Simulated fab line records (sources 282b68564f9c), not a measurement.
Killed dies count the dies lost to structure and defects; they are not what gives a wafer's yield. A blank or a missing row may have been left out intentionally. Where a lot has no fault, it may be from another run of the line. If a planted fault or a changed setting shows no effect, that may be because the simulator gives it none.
fab line records + flow ritCmos
[record]
- lots = 6
- wafers = 18
- lastDay = 7
route steps=202 shown PRETRO@69 GATE@75 FOX2@80 M1@202
lots that met no fault: taken from a fault-free run of the same line
startH: hours from the record's opening day to when the first of the lot's shown wafers began + waitH: time in hours since the lot's previous step + " as in the row above + L1.1+2: a row that stands for several wafers + - no value, or no start given + * or withheld: withheld + < > ~ a bound
route shown NAME@n: a module of which the file shows steps, and the number in the route of the first + usual: the fault-free wafers' mean and standard deviation + same: alike in all rows + chamber/n: place in a boat + sites: readings site by site + _std_site: how widely they spread, as a standard deviation + _edge_site: outer sites' mean less inner sites' + radiusMm: how far each site lies from the wafer's centre + mask NAME#n: copy n + behind: the tool/chamber that last shaped the wafer + hold: cause of the lot's hold/its duration in hours/its outcome + device: which transistor (n, p or np) failed to switch + end of line: the tests these same wafers got at the end of their route + step lacking rows: just its recipe + killed: dies that structure and defects cost at the first sort, which is not the same as the wafer's yield + map: a wafer's dies, x killed, . not, _ none there
set.NAME: the run value of the setting; set.NAME@STEP: its run value at that earlier step + model.NAME: the simulator's own value behind a step, which no gauge read
lots at some steps of the route; a table a step, a row a wafer
services: a tool's chamber out of use, with start hour (startH, from the record's first day; less than 0 if before it), hours out, and reason
[[steps]]
[step RIT_PRETRO_DEVELOP_05]
[recipe]
- resist = NOVOLAK
- developTimeS = 68
- devTempC = 23
[step RIT_PRETRO_OVL_MEAS_06]
[usual]
- PRETRO_OVL = 0.4/1.5
| lot.wafer | tool       | chamber | startH | waitH | PRETRO_OVL[nm] |
|-----------|------------|---------|--------|-------|----------------|
| L108.3    | overlay-02 | -       | 35.58  | -     | -1.4           |
| L108.5    | "          | -       | "      | "     | -0.1           |
| L108.6    | "          | -       | "      | "     | -0.1           |
| L112.1    | overlay-02 | -       | 55.72  | -     | -1.4           |
| L112.2    | "          | -       | "      | "     | -0.1           |
| L112.5    | "          | -       | "      | "     | -0.9           |
| L125.1    | overlay-01 | -       | 121.55 | -     | 1.9            |
| L125.3    | "          | -       | "      | "     | 0.7            |
| L125.5    | "          | -       | "      | "     | 1.8            |
| L127.2    | overlay-01 | -       | 135.84 | -     | 3.1            |
| L127.4    | "          | -       | "      | "     | 3.0            |
| L127.5    | "          | -       | "      | "     | 2.9            |
| L129.1    | overlay-01 | -       | 143.14 | -     | 0.7            |
| L129.4    | "          | -       | "      | "     | 2.9            |
| L129.6    | "          | -       | "      | "     | 3.5            |
| L130.1    | overlay-02 | -       | 150.50 | -     | -1.0           |
| L130.3    | "          | -       | "      | "     | 0.4            |
| L130.4    | "          | -       | "      | "     | 0.0            |
[step RIT_PRETRO_HARDBAKE_07]
[recipe]
- resist = NOVOLAK
- tempC = 140
- timeS = 120
[step RIT_PRETRO_IMPLANT_08]
[recipe]
- species = B
- energyKev = 45
- doseCm2 = 1.2e+13
- tiltDeg = 7
[step RIT_PRETRO_STRIP_09]
[recipe]
- chemistry = O2
- timeS = 180
- resist = NOVOLAK
- platenTempC = withheld
- powerW = 500
- pressureMtorr = 4000
- o2FlowSccm = 4000
[usual]
- drypumpMotorCurrentA = 5.9/0.43
| lot.wafer | tool           | chamber | startH | waitH | drypumpMotorCurrentA | rfHoursCounterH |
|-----------|----------------|---------|--------|-------|----------------------|-----------------|
| L108.3    | plasmaAsher-02 | 1       | 36.06  | 0.1   | 6.1                  | -               |
| L108.5    | "              | 1       | "      | "     | 6.1                  | -               |
| L108.6    | "              | 0       | "      | "     | 5.4                  | -               |
| L112.1    | plasmaAsher-03 | 1       | 56.16  | 0.1   | 6.0                  | 41              |
| L112.2    | "              | 0       | "      | "     | 6.2                  | 41              |
| L112.5    | "              | 1       | "      | "     | 6.0                  | -               |
| L125.1    | plasmaAsher-04 | 0       | 121.99 | 0.1   | 6.3                  | 32              |
| L125.3    | "              | 1       | "      | "     | 5.2                  | -               |
| L125.5    | "              | 1       | "      | "     | 5.2                  | -               |
| L127.2    | plasmaAsher-04 | 1       | 136.27 | 0.1   | 5.2                  | 34              |
| L127.4    | "              | 1       | "      | "     | 5.2                  | -               |
| L127.5    | "              | 0       | "      | "     | 6.3                  | -               |
| L129.1    | plasmaAsher-02 | 0       | 143.58 | 0.1   | 5.4                  | 2               |
| L129.4    | "              | 0       | "      | "     | 5.4                  | -               |
| L129.6    | "              | 0       | "      | "     | 5.4                  | -               |
| L130.1    | plasmaAsher-04 | 1       | 150.94 | 0.1   | 5.2                  | 35              |
| L130.3    | "              | 1       | "      | "     | 5.2                  | -               |
| L130.4    | "              | 0       | "      | "     | 6.3                  | -               |
[step RIT_PRETRO_TW_MEAS_10]
[usual]
- PRETRO_TW = 474/6
| lot.wafer | tool         | chamber | startH | waitH | PRETRO_TW |
|-----------|--------------|---------|--------|-------|-----------|
| L108.3    | filmMetro-01 | -       | 36.20  | 0.1   | 470       |
| L108.5    | "            | -       | "      | "     | 468       |
| L108.6    | "            | -       | "      | "     | 469       |
| L112.1    | filmMetro-01 | -       | 56.33  | 0.1   | 470       |
| L112.2    | "            | -       | "      | "     | 471       |
| L112.5    | "            | -       | "      | "     | 468       |
| L125.1    | filmMetro-02 | -       | 122.16 | 0.1   | 480       |
| L125.3    | "            | -       | "      | "     | 479       |
| L125.5    | "            | -       | "      | "     | 482       |
| L127.2    | filmMetro-04 | -       | 136.46 | 0.1   | 471       |
| L127.4    | "            | -       | "      | "     | 472       |
| L127.5    | "            | -       | "      | "     | 466       |
| L129.1    | filmMetro-02 | -       | 143.75 | 0.1   | 481       |
| L129.4    | "            | -       | "      | "     | 480       |
| L129.6    | "            | -       | "      | "     | 477       |
| L130.1    | filmMetro-04 | -       | 151.11 | 0.1   | 463       |
| L130.3    | "            | -       | "      | "     | 465       |
| L130.4    | "            | -       | "      | "     | 464       |
[step RIT_GATE_WET_ETCH_00]
[recipe]
- chemistry = BOE
- target = SiO2
- targetDepthNm = 56
- timeS = 60
- dry = n2Spin
- dilution = 10:1
- tempC = 21.5
[step RIT_GATE_CLEAN_01]
[recipe]
- chemistry = SC1
- mix = 3:3:50
- timeS = 600
- tempC = 75
[step RIT_GATE_CLEAN_02]
[recipe]
- chemistry = dHF
- dilution = 50:1
- timeS = 30
[step RIT_GATE_CLEAN_03]
[recipe]
- chemistry = SC2
- mix = 3:3:50
- timeS = 600
- tempC = 75
- dry = n2Spin
[step RIT_GATE_CLEAN_04]
[recipe]
- chemistry = dHF
- dilution = 50:1
- timeS = 60
- dry = n2Spin
[step RIT_FOX2_THK_MEAS_91]
[recipe]
- reads = SiO2_of_FOX2_OXIDATION_00
[usual]
- FIELD_OXIDE_LEFT_2_THK = 257/6.7
| lot.wafer | tool         | chamber | startH | waitH | FIELD_OXIDE_LEFT_2_THK[nm] |
|-----------|--------------|---------|--------|-------|----------------------------|
| L108.3    | filmMetro-04 | -       | 36.90  | 0.0   | 255                        |
| L108.5    | "            | -       | "      | "     | 249                        |
| L108.6    | "            | -       | "      | "     | 251                        |
| L112.1    | filmMetro-01 | -       | 57.09  | 0.0   | 268                        |
| L112.2    | "            | -       | "      | "     | 268                        |
| L112.5    | "            | -       | "      | "     | 271                        |
| L125.1    | filmMetro-01 | -       | 122.65 | 0.0   | 259                        |
| L125.3    | "            | -       | "      | "     | 256                        |
| L125.5    | "            | -       | "      | "     | 257                        |
| L127.2    | filmMetro-01 | -       | 136.97 | 0.0   | 256                        |
| L127.4    | "            | -       | "      | "     | 255                        |
| L127.5    | "            | -       | "      | "     | 265                        |
| L129.1    | filmMetro-04 | -       | 144.23 | 0.0   | 258                        |
| L129.4    | "            | -       | "      | "     | 256                        |
| L129.6    | "            | -       | "      | "     | 259                        |
| L130.1    | filmMetro-04 | -       | 151.59 | 0.0   | 260                        |
| L130.3    | "            | -       | "      | "     | 258                        |
| L130.4    | "            | -       | "      | "     | 265                        |
[step RIT_GATE_OXIDATION_05]
[recipe]
- tempC = 900
- ambient = O2
- targetThkA = 30
- oxTimeS = 270
| lot.wafer  | tool       | chamber | startH | waitH |
|------------|------------|---------|--------|-------|
| L108.3+5+6 | furnace-01 | 0       | 37.05  | 0.1   |
| L112.1+2+5 | furnace-04 | 0       | 57.15  | 0.1   |
| L125.1+3+5 | furnace-03 | 0       | 124.87 | 2.2   |
| L125.1+3+5 | furnace-03 | 0       | 126.12 | 0.2   |
| L127.2+4+5 | furnace-04 | 0       | 139.16 | 2.2   |
| L127.2+4+5 | furnace-04 | 0       | 140.49 | 0.2   |
| L129.1+4+6 | furnace-04 | 0       | 145.55 | 1.3   |
| L130.1+3+4 | furnace-04 | 0       | 153.04 | 1.4   |
[step RIT_GATE_ANNEAL_06]
[recipe]
- tempC = 900
- timeS = 600
- ambient = N2O
[step RIT_GATE_THK_MEAS_07]
[recipe]
- reads = SiO2_of_GATE_OXIDATION_05
[usual]
- GATE_OXIDE_THK = 3.03/0.055
| lot.wafer | tool         | chamber | startH | waitH | GATE_OXIDE_THK[nm] |
|-----------|--------------|---------|--------|-------|--------------------|
| L108.3    | filmMetro-03 | -       | 38.40  | 0.0   | 3.02               |
| L108.5    | "            | -       | "      | "     | 3.07               |
| L108.6    | "            | -       | "      | "     | 3.11               |
| L112.1    | filmMetro-01 | -       | 58.47  | 0.0   | 2.96               |
| L112.2    | "            | -       | "      | "     | 3.03               |
| L112.5    | "            | -       | "      | "     | 2.97               |
| L125.1    | filmMetro-03 | -       | 128.70 | 0.0   | 5.01               |
| L125.3    | "            | -       | "      | "     | 5.04               |
| L125.5    | "            | -       | "      | "     | 5.06               |
| L127.2    | filmMetro-01 | -       | 141.82 | 0.0   | 4.95               |
| L127.4    | "            | -       | "      | "     | 4.99               |
| L127.5    | "            | -       | "      | "     | 4.91               |
| L129.1    | filmMetro-03 | -       | 149.81 | 0.0   | 3.12               |
| L129.4    | "            | -       | "      | "     | 3.09               |
| L129.6    | "            | -       | "      | "     | 3.09               |
| L130.1    | filmMetro-04 | -       | 155.15 | 0.0   | 3.00               |
| L130.3    | "            | -       | "      | "     | 2.98               |
| L130.4    | "            | -       | "      | "     | 2.96               |
[step RIT_GATE_CVD_08]
[recipe]
- material = poly-Si
- targetThkNm = 250
- tempC = 610
- precursor = SiH4
- timeS = 2220
- pressureMtorr = 300
- sih4FlowSccm = 100
[step RIT_M1_PROBE_99]
[usual]
- killed_at_M0_to_M3 = 0.0/0.19
- killedAtContacts = 0.1/0.27
- killedAtFrontEnd = 6.4/2.9
- killedDies = 6.5/3
- killedOpen = 3.3/1.9
- killedShort = 3.2/1.7
[same]
- grossDies = 264
- killed_at_M4_up = 0
- killedAtBackSide = 0
- killedAtOther = 0
| lot.wafer | tool      | chamber | startH | waitH | killed_at_M0_to_M3 | killedAtContacts | killedAtFrontEnd | killedDies | killedOpen | killedShort |
|-----------|-----------|---------|--------|-------|--------------------|------------------|------------------|------------|------------|-------------|
| L108.3    | prober-01 | -       | 63.70  | 0.2   | 0                  | 0                | 7                | 7          | 4          | 3           |
| L108.5    | prober-01 | -       | 63.80  | 0.2   | 0                  | 0                | 6                | 6          | 1          | 5           |
| L108.6    | prober-01 | -       | 63.85  | 0.2   | 0                  | 0                | 8                | 8          | 5          | 3           |
| L112.1    | prober-01 | -       | 83.44  | 0.1   | 0                  | 1                | 4                | 5          | 2          | 3           |
| L112.2    | prober-01 | -       | 83.49  | 0.1   | 0                  | 0                | 10               | 10         | 5          | 5           |
| L112.5    | prober-01 | -       | 83.64  | 0.2   | 0                  | 0                | 5                | 5          | 3          | 2           |
| L125.1    | prober-02 | -       | 156.62 | 0.1   | 0                  | 0                | 4                | 4          | 2          | 2           |
| L125.3    | prober-02 | -       | 156.72 | 0.2   | 1                  | 0                | 7                | 8          | 0          | 8           |
| L125.5    | prober-02 | -       | 156.82 | 0.2   | 0                  | 0                | 9                | 9          | 6          | 3           |
| L129.1    | prober-02 | -       | 174.81 | 0.1   | 0                  | 1                | 8                | 9          | 5          | 4           |
| L129.4    | prober-02 | -       | 174.96 | 0.2   | 0                  | 0                | 5                | 5          | 2          | 3           |
| L129.6    | prober-02 | -       | 175.06 | 0.2   | 0                  | 0                | 10               | 10         | 5          | 5           |
| L130.1    | prober-01 | -       | 178.63 | 0.1   | 0                  | 0                | 10               | 10         | 2          | 8           |
| L130.3    | prober-01 | -       | 178.73 | 0.2   | 0                  | 0                | 5                | 5          | 3          | 2           |
| L130.4    | prober-01 | -       | 178.78 | 0.2   | 0                  | 0                | 6                | 6          | 2          | 4           |
// killed by level:class
L108.3 GATE:geometricParticle:open=3 FOX1:geometricParticle:short=1 GATE:geometricParticle:short=1 REOX:geometricParticle:short=1 SPACER:geometricParticle:open=1
L108.5 GATE:geometricParticle:short=2 FOX2:geometricParticle:short=1 GATE:geometricParticle:open=1 SPACER:geometricParticle:short=1 SILICIDE:geometricParticle:short=1
L108.6 FOX2:geometricParticle:open=2 GATE:geometricParticle:short=2 FOX1:geometricParticle:open=1 SPACER:geometricParticle:short=1 SPACER:geometricParticle:open=1 SILICIDE:geometricParticle:open=1
L112.1 GATE:geometricParticle:short=2 GATE:geometricParticle:open=1 SILICIDE:geometricParticle:open=1 CONTACT:geometricParticle:short=1
L112.2 REOX:geometricParticle:short=2 SPACER:geometricParticle:open=2 FOX1:geometricParticle:short=1 FOX1:geometricParticle:open=1 GATE:geometricParticle:short=1 GATE:geometricParticle:open=1 REOX:geometricParticle:open=1 SPACER:geometricParticle:short=1
L112.5 FOX2:geometricParticle:open=1 FOX2:geometricParticle:short=1 GATE:geometricParticle:open=1 GATE:geometricParticle:short=1 REOX:geometricParticle:open=1
L125.1 GATE:geometricParticle:short=1 REOX:geometricParticle:open=1 SPACER:geometricParticle:open=1 SILICIDE:geometricParticle:short=1
L125.3 GATE:geometricParticle:short=3 SPACER:geometricParticle:short=2 FOX2:geometricParticle:short=1 SILICIDE:geometricParticle:short=1 M1:geometricParticle:short=1
L125.5 SILICIDE:geometricParticle:open=3 FOX1:geometricParticle:short=2 SPACER:geometricParticle:open=2 GATE:geometricParticle:short=1 GATE:geometricParticle:open=1
L129.1 FOX1:geometricParticle:open=3 GATE:geometricParticle:open=2 SPACER:geometricParticle:short=2 FOX1:geometricParticle:short=1 CONTACT:geometricParticle:short=1
L129.4 GATE:geometricParticle:short=2 FOX1:geometricParticle:open=1 REOX:geometricParticle:open=1 SPACER:geometricParticle:short=1
L129.6 FOX1:geometricParticle:short=3 GATE:geometricParticle:short=2 GATE:geometricParticle:open=2 REOX:geometricParticle:open=1 SPACER:geometricParticle:open=1 SILICIDE:geometricParticle:open=1
L130.1 GATE:geometricParticle:short=4 SPACER:geometricParticle:short=2 FOX1:geometricParticle:short=1 FOX2:geometricParticle:open=1 FOX2:geometricParticle:short=1 SILICIDE:geometricParticle:open=1
L130.3 FOX1:geometricParticle:open=2 FOX2:geometricParticle:short=1 GATE:geometricParticle:open=1 SPACER:geometricParticle:short=1
L130.4 GATE:geometricParticle:short=2 FOX1:geometricParticle:open=1 FOX2:geometricParticle:short=1 REOX:geometricParticle:short=1 SILICIDE:geometricParticle:open=1
[[services]]
| tool           | chamber | startH | hours | kind      |
|----------------|---------|--------|-------|-----------|
| furnace-03     | -       | 37.50  | 3.6   | pm        |
| furnace-03     | -       | 97.91  | 2.1   | pm        |
| furnace-01     | -       | 102.39 | 67.7  | pm        |
| plasmaAsher-02 | -       | 108.75 | 9.0   | pm        |
| plasmaAsher-02 | 0       | 108.75 | 9.0   | ventCycle |
| plasmaAsher-02 | 1       | 108.75 | 9.0   | ventCycle |
| furnace-04     | -       | 117.39 | 2.8   | pm        |
| plasmaAsher-02 | 0       | 117.75 | -     | clean     |
| plasmaAsher-02 | 1       | 117.75 | -     | clean     |
[[key]]
[firstSign]
- step = RIT_GATE_OXIDATION_05
- reading = visit
- direction = added
[effect]
- step = RIT_GATE_THK_MEAS_07
- reading = GATE_OXIDE_THK
- direction = up
- sigmas = 36
- usual = 3.03
- struck = 4.99
metAt RIT_GATE_OXIDATION_05
struckWafers L125.1,L125.3,L125.5,L127.2,L127.4,L127.5
rowsEnd L127.2,L127.4,L127.5
testerLeftOut L125
[fault]
- kind = repeatedStepWhole
- tool = furnace-01,furnace-03,furnace-04
- chamber = -
- onsetH = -
- steps = RIT_GATE_OXIDATION_05
- times = 1
- scope = struckLotsOnly
// testerLeftOut: of these lots the tester's yield and bins aren't shown, on N5 and GAA mostly nor the transistor test; their killed dies are dies lost to structure and defects alone, not to doping, threshold or leakage, so they don't give the yield
// rowsEnd: these wafers met a further fault down the route, and their rows from its step on are left out
